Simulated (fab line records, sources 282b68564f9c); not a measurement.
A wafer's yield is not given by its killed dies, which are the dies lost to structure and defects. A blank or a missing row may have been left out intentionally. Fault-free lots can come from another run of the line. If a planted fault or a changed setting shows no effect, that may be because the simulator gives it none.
fab line records	flow rit-cmos	part 2 of 2: steps 29 to 40 of 40
record lots=5	wafers=15	last-day=7
route steps=202 shown ACTIVE@11 FOX1@20 FOX2@23 NWELL@28 PWELL@39 WELLDRIVE@50
lots with no fault: from the same line, run without faults
start-h: start of the lot's first displayed wafer, in hours after the record's first day	wait-h: hours since the lot's step before	" repeats the value in the row above	L1.1+2: a single row standing in for several wafers	- either no value or no given start	* or withheld: withheld	< > ~ a bound
route shown NAME@n: a module of which the file shows steps, and the number in the route of the first	usual: mean/standard deviation taken from wafers without a fault	same: alike in all rows	chamber/n: place in a boat	sites: readings site by site	_std_site: the values' standard deviation	_edge_site: the outer-site mean with the inner-site mean subtracted	radius-mm: how far each site lies from the wafer's centre	mask NAME#n: copy n	behind: tool/chamber where the wafer was last shaped	hold: why the lot was held/for how many hours/how that ended	device: whichever transistor did not switch (one of n, p or np)	end of line: tests run on the same wafers once the route is complete	a step with no rows: only its recipe	killed: the dies lost at the first sort to structure and to defects; this is not the yield of the wafer	map: a wafer's dies, x killed, . not, _ none there
set.NAME: the setting as run; set.NAME@STEP: as run at that earlier step	model.NAME: the simulator's own value behind a step, which no gauge read
lots at some steps of the route; a table a step, a row a wafer
services: the hour from which a tool's chamber was out of use, counted from the record's first day as start-h (under 0 if before that day), plus the number of hours and why
## steps
# step RIT_PWELL_HMDS_00
# recipe prime-time-s=60	prime-temp-c=140
# usual exhaust-pa=45.2/0.88	prime-temp-c=139.99/0.15
# same prime-time-s=60
lot.wafer	tool	chamber	start-h	wait-h	exhaust-pa	prime-temp-c
L077.1	litho-track-01	0	37.97	0.1	44.1	139.89
L077.2	"	0	"	"	44.2	139.92
L077.3	"	0	"	"	43.9	140.00
L078.3	litho-track-02	0	43.06	0.1	44.7	139.95
L078.4	"	0	"	"	43.9	139.97
L078.5	"	0	"	"	45.3	140.16
L092.1	litho-track-02	0	112.49	0.1	44.6	140.11
L092.3	"	0	"	"	44.6	140.12
L092.4	"	0	"	"	45.8	140.12
L094.2	litho-track-01	0	123.13	0.1	44.6	140.11
L094.4	"	0	"	"	45.4	140.04
L094.6	"	0	"	"	46.0	140.03
L095.4	litho-track-01	0	127.31	0.1	46.4	140.11
L095.5	"	0	"	"	45.8	139.81
L095.6	"	0	"	"	45.8	139.80
# step RIT_PWELL_COAT_01
# recipe resist=NOVOLAK	spin-rpm=2000	resist-thk-nm=1300
# usual exhaust-pa=45.1/0.85
lot.wafer	tool	chamber	start-h	wait-h	exhaust-pa
L077.1	litho-track-01	0	38.12	0.1	44.7
L077.2	"	0	"	"	43.8
L077.3	"	0	"	"	44.3
L078.3	litho-track-02	0	43.21	0.1	43.9
L078.4	"	0	"	"	44.3
L078.5	"	0	"	"	44.1
L092.1	litho-track-02	0	112.64	0.1	44.7
L092.3	"	0	"	"	46.5
L092.4	"	0	"	"	45.5
L094.2	litho-track-01	0	123.28	0.1	44.3
L094.4	"	0	"	"	44.4
L094.6	"	0	"	"	43.4
L095.4	litho-track-01	0	127.46	0.1	45.7
L095.5	"	0	"	"	46.1
L095.6	"	0	"	"	44.4
# step RIT_PWELL_SOFTBAKE_02
# recipe resist=NOVOLAK	temp-c=90.93	time-s=60
# usual exhaust-pa=44.8/0.98
lot.wafer	tool	chamber	start-h	wait-h	exhaust-pa
L077.1	litho-track-01	0	38.27	0.1	45.0
L077.2	"	0	"	"	46.2
L077.3	"	0	"	"	45.8
L078.3	litho-track-02	0	43.36	0.1	44.6
L078.4	"	0	"	"	44.4
L078.5	"	0	"	"	44.6
L092.1	litho-track-02	0	112.79	0.1	43.0
L092.3	"	0	"	"	44.3
L092.4	"	0	"	"	44.4
L094.2	litho-track-01	0	123.43	0.1	44.3
L094.4	"	0	"	"	44.8
L094.6	"	0	"	"	45.4
L095.4	litho-track-01	0	127.61	0.1	43.7
L095.5	"	0	"	"	43.0
L095.6	"	0	"	"	44.2
# step RIT_PWELL_EXPOSE_03
# recipe mask-id=M3	na=0.57	target-cd-nm=43700	dose-mj=250
lot.wafer	tool	chamber	start-h	wait-h	mask
L077.1+2+3	iline-stepper-01	0	38.54	0.2	M3#0
L078.3+4+5	iline-stepper-02	0	43.62	0.2	M3#0
L092.1+3+4	iline-stepper-02	0	112.94	0.1	M3#0
L094.2+4+6	iline-stepper-02	0	123.70	0.2	M3#0
L095.4+5+6	iline-stepper-01	0	127.87	0.2	M3#0
# step RIT_PWELL_PEB_04
# recipe resist=NOVOLAK	temp-c=withheld	time-s=withheld
# usual exhaust-pa=45.0/0.88
lot.wafer	tool	chamber	start-h	wait-h	exhaust-pa
L077.1	litho-track-03	0	38.66	0.1	44.3
L077.2	"	0	"	"	45.2
L077.3	"	0	"	"	45.9
L078.3	litho-track-03	0	43.76	0.1	45.0
L078.4	"	0	"	"	44.8
L078.5	"	0	"	"	45.0
L092.1	litho-track-02	0	113.06	0.1	44.9
L092.3	"	0	"	"	46.2
L092.4	"	0	"	"	44.5
L094.2	litho-track-03	0	123.83	0.1	46.0
L094.4	"	0	"	"	44.4
L094.6	"	0	"	"	45.6
L095.4	litho-track-02	0	128.00	0.1	41.6
L095.5	"	0	"	"	43.7
L095.6	"	0	"	"	45.9
# step RIT_PWELL_DEVELOP_05
# recipe resist=NOVOLAK	develop-time-s=68	dev-temp-c=23
# usual exhaust-pa=45.0/0.82
lot.wafer	tool	chamber	start-h	wait-h	exhaust-pa
L077.1	litho-track-03	0	-	-	45.6
L077.2	"	0	"	"	45.1
L077.3	"	0	"	"	46.2
L078.3	litho-track-03	0	-	-	44.8
L078.4	"	0	"	"	44.9
L078.5	"	0	"	"	45.2
L092.1	litho-track-02	0	-	-	46.5
L092.3	"	0	"	"	45.8
L092.4	"	0	"	"	45.7
L094.2	litho-track-03	0	-	-	44.8
L094.4	"	0	"	"	44.2
L094.6	"	0	"	"	46.0
L095.4	litho-track-02	0	-	-	45.7
L095.5	"	0	"	"	44.8
L095.6	"	0	"	"	44.8
# step RIT_PWELL_OVL_MEAS_06
# usual PWELL_OVL=0.6/1.4
lot.wafer	tool	chamber	start-h	wait-h	PWELL_OVL[nm]
L077.1	overlay-01	-	38.97	-	-0.3
L077.2	"	-	"	"	0.0
L077.3	"	-	"	"	-0.6
L078.3	overlay-01	-	44.03	-	1.7
L078.4	"	-	"	"	1.1
L078.5	"	-	"	"	1.5
L092.1	overlay-02	-	113.37	-	0.3
L092.3	"	-	"	"	-1.1
L092.4	"	-	"	"	0.0
L094.2	overlay-02	-	124.12	-	0.6
L094.4	"	-	"	"	0.3
L094.6	"	-	"	"	0.7
L095.4	overlay-01	-	128.26	-	1.1
L095.5	"	-	"	"	1.9
L095.6	"	-	"	"	2.8
# step RIT_PWELL_HARDBAKE_07
# recipe resist=NOVOLAK	temp-c=140	time-s=120
# usual exhaust-pa=45.3/0.86
lot.wafer	tool	chamber	start-h	wait-h	exhaust-pa
L077.1	litho-track-03	0	39.01	0.0	44.9
L077.2	"	0	"	"	46.0
L077.3	"	0	"	"	45.7
L078.3	litho-track-03	0	44.14	0.1	44.8
L078.4	"	0	"	"	46.8
L078.5	"	0	"	"	45.3
L092.1	litho-track-02	0	113.41	0.0	45.0
L092.3	"	0	"	"	46.0
L092.4	"	0	"	"	45.9
L094.2	litho-track-01	0	124.19	0.1	46.2
L094.4	"	0	"	"	45.8
L094.6	"	0	"	"	45.9
L095.4	litho-track-02	0	128.40	0.1	45.4
L095.5	"	0	"	"	43.8
L095.6	"	0	"	"	45.0
# step RIT_PWELL_IMPLANT_08
# recipe species=B	energy-kev=170	dose-cm2=7e+13	tilt-deg=7.281
lot.wafer	tool	chamber	start-h	wait-h
L077.1+2+3	implanter-01	0	39.26	0.2
L078.3+4+5	implanter-02	0	44.36	0.2
L092.1+3+4	implanter-01	0	113.66	0.2
L094.2+4+6	implanter-01	0	124.43	0.2
L095.4+5+6	implanter-04	0	128.60	0.2
# step RIT_PWELL_STRIP_09
# recipe chemistry=O2	time-s=180	resist=NOVOLAK	platen-temp-c=withheld	power-w=500	pressure-mtorr=4000	o2-flow-sccm=4000
# usual drypump-motor-current-A=5.8/0.34	rf-refl-power-W=6.2/1.6
lot.wafer	tool	chamber	start-h	wait-h	drypump-motor-current-A	rf-hours-counter-h	rf-refl-power-W
L077.1	plasma-asher-03	0	39.41	0.1	5.9	39	5.3
L077.2	"	1	"	"	6.2	39	8.9
L077.3	"	1	"	"	6.1	-	8.7
L078.3	plasma-asher-03	0	44.52	0.1	5.8	-	5.1
L078.4	"	1	"	"	6.2	-	8.8
L078.5	"	1	"	"	6.2	-	8.8
L092.1	plasma-asher-01	1	113.81	0.1	6.0	48	5.6
L092.3	"	0	"	"	5.2	-	4.7
L092.4	"	1	"	"	6.0	-	5.7
L094.2	plasma-asher-01	0	124.55	0.1	5.2	50	4.5
L094.4	"	0	"	"	5.2	-	4.5
L094.6	"	0	"	"	5.2	-	4.2
L095.4	plasma-asher-03	1	128.73	0.1	6.2	-	8.9
L095.5	"	0	"	"	5.9	-	5.2
L095.6	"	1	"	"	6.1	-	8.7
# step RIT_PWELL_TW_MEAS_10
# usual PWELL_TW=961/6.2
lot.wafer	tool	chamber	start-h	wait-h	PWELL_TW
L077.1	film-metro-04	-	39.58	0.1	950
L077.2	"	-	"	"	953
L077.3	"	-	"	"	954
L078.3	film-metro-03	-	44.65	0.1	959
L078.4	"	-	"	"	955
L078.5	"	-	"	"	960
L092.1	film-metro-03	-	113.98	0.1	963
L092.3	"	-	"	"	964
L092.4	"	-	"	"	963
L094.2	film-metro-01	-	124.74	0.1	959
L094.4	"	-	"	"	960
L094.6	"	-	"	"	958
L095.4	film-metro-04	-	128.88	0.1	954
L095.5	"	-	"	"	963
L095.6	"	-	"	"	961
# step RIT_WELLDRIVE_ANNEAL_00
# recipe temp-c=1100	time-s=14700	ambient=N2
# usual tube_center_temp_C_max=1102.9/0.44
lot.wafer	tool	chamber	start-h	wait-h	tube_center_temp_C_max
L077.1	furnace-03	0	40.77	1.2	1102.7
L077.2	"	0	"	"	1102.7
L077.3	"	0	"	"	1102.1
L078.3	furnace-04	0	45.59	0.9	1103.1
L078.4	"	0	"	"	1103.0
L078.5	"	0	"	"	1102.7
L092.1	furnace-01	0	114.04	0.1	1102.7
L092.3	"	0	"	"	1103.1
L092.4	"	0	"	"	1103.9
L094.2	furnace-01	0	125.52	0.8	1102.6
L094.4	"	0	"	"	1102.4
L094.6	"	0	"	"	1102.5
L095.4	furnace-03	0	128.91	0.0	1103.2
L095.5	"	0	"	"	1102.5
L095.6	"	0	"	"	1102.8
## services
tool	chamber	start-h	hours	kind
plasma-asher-02	-	7.93	0.9	repair
wet-bench-01	-	10.63	37.1	repair
plasma-asher-04	-	11.32	28.1	pm
iline-stepper-01	-	21.95	1.1	repair
implanter-04	-	22.97	81.8	pm
rie-diel-04	-	26.67	2.0	repair
rie-diel-02	1	29.99	9.2	repair
wet-bench-02	-	42.42	47.1	pm
furnace-03	-	45.85	9.7	pm
rie-diel-02	0	51.08	6.5	repair
rie-diel-02	1	51.39	4.6	repair
plasma-asher-01	-	54.90	3.0	repair
rie-diel-04	2	65.20	3.4	repair
furnace-01	-	68.91	3.5	pm
wet-bench-03	-	81.72	4.1	repair
plasma-asher-04	-	89.88	0.5	repair
implanter-02	-	107.19	5.2	repair
implanter-04	-	107.93	3.1	repair
plasma-asher-03	-	108.75	9.0	pm
plasma-asher-03	0	108.75	9.0	vent-cycle
plasma-asher-03	1	108.75	9.0	vent-cycle
plasma-asher-03	0	117.75	-	clean
plasma-asher-03	1	117.75	-	clean
rie-diel-04	0	123.51	8.8	repair
